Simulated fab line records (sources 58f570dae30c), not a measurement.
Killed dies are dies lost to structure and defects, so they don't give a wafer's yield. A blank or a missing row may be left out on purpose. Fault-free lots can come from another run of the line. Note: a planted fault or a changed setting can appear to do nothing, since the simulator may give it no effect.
What tool caused it? -- flow berkeleyCmos170 -- 18 wafers from 6 lots sampled at 2 of the route's 331 steps

== WHAT THE GAUGES SHOWED, per wafer ==
UCB170_NWELL_THK_MEAS_05.
lot,measured,on,NWELL_NITRIDE_THK (nm)
L134,day 2 22:50,filmMetro-01,224.3 223.9 223.1
L136,day 3 06:07,filmMetro-01,227.3 224.4 225.8
L138,day 3 19:30,filmMetro-04,223.8 224.5 222.6
L141,day 4 09:47,filmMetro-04,222.6 222.3 220.0
L143,day 4 22:26,filmMetro-03,224.9 225.7 227.2
L145,day 5 05:04,filmMetro-01,223.4 223.5 223.6

== WHAT TOOL EACH LOT RAN ON (gives the tool, then ch and the chambers of the sampled wafers, and finally the start) ==
lot,UCB170_NWELL_CVD_04
L134,"lpcvd-02 ch 0, day 2 20:54"
L136,"lpcvd-02 ch 1, day 3 04:10"
L138,"lpcvd-02 ch 0, day 3 17:34"
L141,"lpcvd-02 ch 0, day 4 07:51"
L143,"lpcvd-01 ch 1, day 4 20:28"
L145,"lpcvd-02 ch 1, day 5 03:08"
- UCB170_NWELL_CVD_04: deposits Si3N4 from SiH2Cl2/NH3, target thk 224 nm, time 3360 s.

== THE ANSWER, worked out from the rows above alone ==
Rule: usual is defined by the lots themselves. The widest of any qualifying gaps counts: lots, ordered by their means at a reading, are off when they make up no more than a third of the lots, leave a main group of 4 or more, and stand apart from it by 3 or more times the standard deviation of that group's means. A main group is skipped when, at the precision printed for the reading in the tables above, its means are all equal. A lot without any number at a reading at which 4 lots or more have one is off too. Where the step has rows for the other lots, those lots are counted as sound.
Nothing can be told from this: no lot is off at any reading shown.

== WHAT THE SIMULATOR HAD PUT IN ==
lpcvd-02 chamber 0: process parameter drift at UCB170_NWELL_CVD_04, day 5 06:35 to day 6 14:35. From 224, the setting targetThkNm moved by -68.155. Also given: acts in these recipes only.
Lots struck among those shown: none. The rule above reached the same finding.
